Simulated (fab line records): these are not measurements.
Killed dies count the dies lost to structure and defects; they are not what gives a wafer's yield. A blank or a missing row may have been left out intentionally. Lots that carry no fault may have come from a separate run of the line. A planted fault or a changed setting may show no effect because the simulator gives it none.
fab line records    flow ritCmos
record: lots: 14  wafers: 42  lastDay: 7
route steps=202 shown FOX2@23 M1@202
lots that met no fault: from a run of the same line without faults
startH: hours from the record's opening day to when the first of the lot's shown wafers began    waitH: how many hours have passed since the lot's step before this one    " as in the row above    L1.1+2: a row that stands for several wafers    - no value, or no start was given    * or withheld: withheld    < > ~ a bound
route shown NAME@n: a module of which the file shows steps, and the number in the route of the first    usual: average and standard deviation across the fault-free wafers    same: alike in all rows    chamber/n: place in a boat    sites: per-site readings    _std_site: the values' standard deviation    _edge_site: inner sites' mean taken away from outer sites' mean    radiusMm: how far each site lies from the wafer's centre    mask NAME#n: copy n    behind: the last tool/chamber to shape the wafer    hold: why the lot was held/for how many hours/how that ended    device: transistor that didn't switch, given as n, p or np    end of line: tests run on the same wafers once the route is complete    a step given without rows: its recipe and nothing more    killed: not the wafer's yield, but the dies lost to structure and defects at the first sort    map: a wafer's dies, marking killed ones x, the rest . and places with no die _
set.NAME: the setting that was run; set.NAME@STEP: the one run at that earlier step    model.NAME: the simulator's own value behind a step, which no gauge read
a sample of lots followed through the steps of the route, with each step as a table and each wafer as a row
services: a tool's chamber out of use, with start hour (startH, from the record's first day; less than 0 if before it), hours out, and reason
== steps ==
step: RIT_FOX2_OXIDATION_00
recipe: tempC: 1100  ambient: H2O  targetThkA: 3507  pH2oTorr: 720  oxTimeS: 1130
usual: spikeTcCentreC: 1102.3/1.3  spikeTcLoadC: 1128.4/2.8  spikeTcSourceC: 1126.3/1.1  tubeCenterTempC: 1100/0.1  tube_center_temp_C_max: 1102.9/0.46
lot.wafer  tool        chamber  startH  waitH  spikeTcCentreC  spikeTcLoadC  spikeTcSourceC  tubeCenterTempC  tube_center_temp_C_max
L947.3     furnace-01  0        17.73   0.0    1101.6          1132.0        1128.3          1099.8           1103.1
L947.4     "           0        "       "      1104.8          1131.3        1129.0          1100.2           1102.9
L947.6     "           0        "       "      1102.5          1132.5        1125.6          1100             1102.2
L950.2     furnace-03  0        35.25   0.1    1101.6          1129.4        1125.0          1100             1103.1
L950.4     "           0        "       "      1101.3          1128.2        1125.1          1099.9           1102.8
L950.6     "           0        "       "      1101.1          1128.9        1127.2          1100             1102.6
L951.4     furnace-04  0        42.37   0.0    1102.8          1123.5        1126.1          1100.1           1103.2
L951.5     "           0        "       "      1104.2          1122.8        1127.0          1099.9           1102.9
L951.6     "           0        "       "      1104.1          1125.3        1126.3          1099.8           1102.3
L952.2     furnace-04  0        45.17   0.0    1103.9          1124.1        1127.6          1100             1102.7
L952.5     "           0        "       "      1101.7          1124.4        1126.1          1100.1           1103.1
L952.6     "           0        "       "      1102.1          1123.3        1126.5          1099.9           1102.4
L955.2     furnace-03  0        63.39   2.3    1100.8          1127.8        1127.4          1100.1           1103.4
L955.3     "           0        "       "      1102.2          1129.9        1126.8          1100             1103.0
L955.4     "           0        "       "      1100.3          1127.2        1126.4          1099.9           1102.0
L956.1     furnace-03  0        67.59   0.0    1101.3          1128.6        1125.4          1100             1103.6
L956.2     "           0        "       "      1103.0          1129.6        1124.7          1100.2           1102.6
L956.5     "           0        "       "      1100.5          1129.0        1124.9          1100             1102.8
L957.2     furnace-04  0        68.51   0.0    1061.6          1084.0        1087.0          1060             1063.1
L957.3     "           0        "       "      1061.5          1083.5        1086.2          1059.9           1062.3
L957.5     "           0        "       "      1063.2          1084.4        1085.9          1059.9           1061.9
L959.1     furnace-04  0        79.38   0.1    1063.1          1085.8        1087.6          1059.8           1062.5
L959.2     "           0        "       "      1063.0          1085.9        1085.8          1059.9           1063.6
L959.6     "           0        "       "      1063.7          1083.5        1086.4          1059.9           1063.7
L963.1     furnace-01  0        99.16   0.7    1102.7          1131.6        1127.6          1099.9           1102.9
L963.2     "           0        "       "      1102.3          1132.8        1126.6          1099.9           1102.7
L963.5     "           0        "       "      1103.5          1131.3        1126.0          1100.1           1102.5
L964.2     furnace-01  0        102.78  0.0    1104.6          1130.1        1127.5          1099.9           1102.5
L964.4     "           0        "       "      1104.1          1130.5        1127.1          1099.9           1102.9
L964.5     "           0        "       "      1104.3          1130.9        1126.2          1100.1           1103.9
L966.2     furnace-01  0        112.83  0.0    1100.1          1130.2        1126.2          1099.9           1102.8
L966.3     "           0        "       "      1101.1          1132.3        1127.4          1100             1102.8
L966.6     "           0        "       "      1103.3          1131.5        1126.9          1100.2           1103.0
L967.1     furnace-03  0        118.68  1.0    1101.3          1129.7        1126.0          1100.3           1103.1
L967.2     "           0        "       "      1101.1          1130.1        1124.9          1099.9           1102.8
L967.3     "           0        "       "      1102.9          1129.1        1127.2          1100.1           1102.8
L968.1     furnace-01  0        123.62  0.0    1104.4          1131.0        1126.4          1100             1102.4
L968.4     "           0        "       "      1102.5          1130.0        1128.0          1099.9           1102.5
L968.6     "           0        "       "      1102.4          1130.4        1125.7          1100.1           1102.7
L969.1     furnace-03  0        131.50  0.6    1101.9          1128.2        1124.4          1100.1           1102.4
L969.3     "           0        "       "      1101.2          1127.5        1124.4          1100             1102.5
L969.4     "           0        "       "      1101.3          1128.2        1126.0          1099.8           1103.4
step: RIT_FOX2_THK_MEAS_01
recipe: reads: SiO2_of_FOX2_OXIDATION_00
usual: FOX2_OXIDE_THK: 349/6.3
lot.wafer  tool          chamber  startH  waitH  FOX2_OXIDE_THK[nm]
L947.3     filmMetro-01  -        19.06   0.0    356
L947.4     "             -        "       "      359
L947.6     "             -        "       "      349
L950.2     filmMetro-01  -        36.57   0.0    348
L950.4     "             -        "       "      347
L950.6     "             -        "       "      348
L951.4     filmMetro-01  -        43.71   0.0    338
L951.5     "             -        "       "      343
L951.6     "             -        "       "      344
L952.2     filmMetro-02  -        46.50   0.0    348
L952.5     "             -        "       "      345
L952.6     "             -        "       "      349
L955.2     filmMetro-02  -        64.72   0.0    347
L955.3     "             -        "       "      348
L955.4     "             -        "       "      347
L956.1     filmMetro-01  -        68.90   0.0    358
L956.2     "             -        "       "      353
L956.5     "             -        "       "      350
L957.2     filmMetro-01  -        69.84   0.0    270
L957.3     "             -        "       "      269
L957.5     "             -        "       "      266
L959.1     filmMetro-01  -        80.70   0.0    277
L959.2     "             -        "       "      276
L959.6     "             -        "       "      274
L963.1     filmMetro-02  -        100.47  0.0    350
L963.2     "             -        "       "      349
L963.5     "             -        "       "      347
L964.2     filmMetro-03  -        104.10  0.0    353
L964.4     "             -        "       "      348
L964.5     "             -        "       "      350
L966.2     filmMetro-01  -        114.15  0.0    347
L966.3     "             -        "       "      353
L966.6     "             -        "       "      347
L967.1     filmMetro-03  -        119.99  0.0    345
L967.2     "             -        "       "      349
L967.3     "             -        "       "      346
L968.1     filmMetro-02  -        124.93  0.0    343
L968.4     "             -        "       "      347
L968.6     "             -        "       "      341
L969.1     filmMetro-01  -        132.82  0.0    356
L969.3     "             -        "       "      345
L969.4     "             -        "       "      356
step: RIT_FOX2_THK_MEAS_90
recipe: reads: SiO2_of_FOX2_OXIDATION_00
usual: FIELD_OXIDE_LEFT_1_THK: 322/6.2
lot.wafer  tool          chamber  startH  waitH  FIELD_OXIDE_LEFT_1_THK[nm]
L947.3     filmMetro-01  -        19.94   0.0    328
L947.4     "             -        "       "      331
L947.6     "             -        "       "      322
L950.2     filmMetro-01  -        37.45   0.0    320
L950.4     "             -        "       "      320
L950.6     "             -        "       "      320
L951.4     filmMetro-02  -        44.59   0.0    311
L951.5     "             -        "       "      316
L951.6     "             -        "       "      317
L952.2     filmMetro-02  -        47.37   0.0    321
L952.5     "             -        "       "      317
L952.6     "             -        "       "      322
L955.2     filmMetro-01  -        65.60   0.0    319
L955.3     "             -        "       "      321
L955.4     "             -        "       "      320
L956.1     filmMetro-02  -        69.78   0.0    331
L956.2     "             -        "       "      326
L956.5     "             -        "       "      322
L957.2     filmMetro-01  -        70.78   0.0    242
L957.3     "             -        "       "      241
L957.5     "             -        "       "      239
L959.1     filmMetro-01  -        81.58   0.0    250
L959.2     "             -        "       "      249
L959.6     "             -        "       "      247
L963.1     filmMetro-01  -        101.35  0.0    323
L963.2     "             -        "       "      322
L963.5     "             -        "       "      319
L964.2     filmMetro-02  -        104.98  0.0    325
L964.4     "             -        "       "      321
L964.5     "             -        "       "      323
L966.2     filmMetro-01  -        115.04  0.0    319
L966.3     "             -        "       "      325
L966.6     "             -        "       "      320
L967.1     filmMetro-02  -        121.01  0.0    318
L967.2     "             -        "       "      322
L967.3     "             -        "       "      318
L968.1     filmMetro-03  -        125.95  0.0    316
L968.4     "             -        "       "      320
L968.6     "             -        "       "      313
L969.1     filmMetro-01  -        133.76  0.0    329
L969.3     "             -        "       "      318
L969.4     "             -        "       "      329
step: RIT_FOX2_THK_MEAS_91
recipe: reads: SiO2_of_FOX2_OXIDATION_00
usual: FIELD_OXIDE_LEFT_2_THK: 254/6.2
lot.wafer  tool          chamber  startH  waitH  FIELD_OXIDE_LEFT_2_THK[nm]
L947.3     filmMetro-02  -        32.45   0.0    259
L947.4     "             -        "       "      263
L947.6     "             -        "       "      253
L950.2     filmMetro-02  -        51.06   0.0    252
L950.4     "             -        "       "      252
L950.6     "             -        "       "      252
L951.4     filmMetro-03  -        57.02   0.0    243
L951.5     "             -        "       "      248
L951.6     "             -        "       "      250
L952.2     filmMetro-03  -        60.84   0.0    253
L952.5     "             -        "       "      249
L952.6     "             -        "       "      254
L955.2     filmMetro-01  -        78.01   0.0    250
L955.3     "             -        "       "      252
L955.4     "             -        "       "      252
L956.1     filmMetro-02  -        83.78   0.0    263
L956.2     "             -        "       "      258
L956.5     "             -        "       "      254
L957.2     filmMetro-02  -        84.09   0.0    174
L957.3     "             -        "       "      174
L957.5     "             -        "       "      171
L959.1     filmMetro-01  -        95.48   0.0    182
L959.2     "             -        "       "      182
L959.6     "             -        "       "      180
L963.1     filmMetro-02  -        114.33  0.0    255
L963.2     "             -        "       "      254
L963.5     "             -        "       "      252
L964.2     filmMetro-01  -        117.55  0.0    258
L964.4     "             -        "       "      253
L964.5     "             -        "       "      255
L966.2     filmMetro-03  -        128.66  0.0    251
L966.3     "             -        "       "      257
L966.6     "             -        "       "      252
L967.1     filmMetro-01  -        135.06  0.0    249
L967.2     "             -        "       "      254
L967.3     "             -        "       "      250
L968.1     filmMetro-01  -        139.71  0.0    249
L968.4     "             -        "       "      252
L968.6     "             -        "       "      246
L969.1     filmMetro-01  -        146.96  0.0    261
L969.3     "             -        "       "      249
L969.4     "             -        "       "      260
step: RIT_M1_PROBE_99
usual: killed_at_M0_to_M3: 0.0/0.12  killedAtContacts: 0.1/0.31  killedAtFrontEnd: 8/3.1  killedDies: 8/3.2  killedOpen: 3.9/2.2  killedShort: 3.8/2.1
same: grossDies: 264  killed_at_M4_up: 0  killedAtBackSide: 0  killedAtOther: 0
lot.wafer  tool       chamber  startH  waitH  killed_at_M0_to_M3  killedAtContacts  killedAtFrontEnd  killedDies  killedOpen  killedShort
L968.1     prober-01  -        166.26  0.1    0                   0                 12                12          7           5
L968.4     prober-01  -        166.41  0.2    0                   0                 9                 9           7           2
L968.6     prober-01  -        166.51  0.2    0                   0                 11                11          6           5
killed by level:class
L968.1 FOX2:geometricParticle:open=3 FOX2:geometricParticle:short=2 GATE:geometricParticle:short=2 SPACER:geometricParticle:open=2 SILICIDE:geometricParticle:open=2 SPACER:geometricParticle:short=1
L968.4 GATE:geometricParticle:open=3 REOX:geometricParticle:open=2 GATE:geometricParticle:short=1 SPACER:geometricParticle:short=1 SPACER:geometricParticle:open=1 SILICIDE:geometricParticle:open=1
L968.6 GATE:geometricParticle:open=3 FOX2:geometricParticle:short=2 GATE:geometricParticle:short=2 SILICIDE:geometricParticle:open=2 FOX2:geometricParticle:open=1 REOX:geometricParticle:short=1
== services ==
tool        chamber  startH  hours  kind
furnace-01  -        -0.48   3.2    pm
furnace-01  -        0.75    7.9    repair
furnace-04  -        29.45   3.9    pm
furnace-04  -        54.69   2.9    pm
furnace-01  -        56.98   3.1    pm
furnace-03  -        122.54  4.2    pm
furnace-03  -        126.74  3.4    pm
== key ==
firstSign: step: RIT_FOX2_OXIDATION_00  reading: tubeCenterTempC  direction: down  sigmas: 99+  usual: *  struck: *
effect: step: RIT_FOX2_OXIDATION_00  reading: tube_center_temp_C_max  direction: down  sigmas: 87  usual: *  struck: *
effect: step: RIT_FOX2_THK_MEAS_01  reading: FOX2_OXIDE_THK  direction: down  sigmas: 12  usual: 349  struck: 272
effect: step: RIT_FOX2_THK_MEAS_90  reading: FIELD_OXIDE_LEFT_1_THK  direction: down  sigmas: 12  usual: 322  struck: 245
effect: step: RIT_FOX2_THK_MEAS_91  reading: FIELD_OXIDE_LEFT_2_THK  direction: down  sigmas: 12  usual: 254  struck: 177
metAt RIT_FOX2_OXIDATION_00
struckLots L957,L959
testerLeftOut L957,L959
onsetBetween 45.17 68.51
fault: kind: processParameterDrift  tool: furnace-04  chamber: -  onsetH: 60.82  steps: RIT_FOX2_OXIDATION_00  channel: tempC  offset: *  shape: step  endH: 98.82  actsIn: *  stated: *
testerLeftOut: of these lots the tester's yield and bins aren't shown, on N5 and GAA mostly nor the transistor test; their killed dies are dies lost to structure and defects alone, not to doping, threshold or leakage, so they don't give the yield
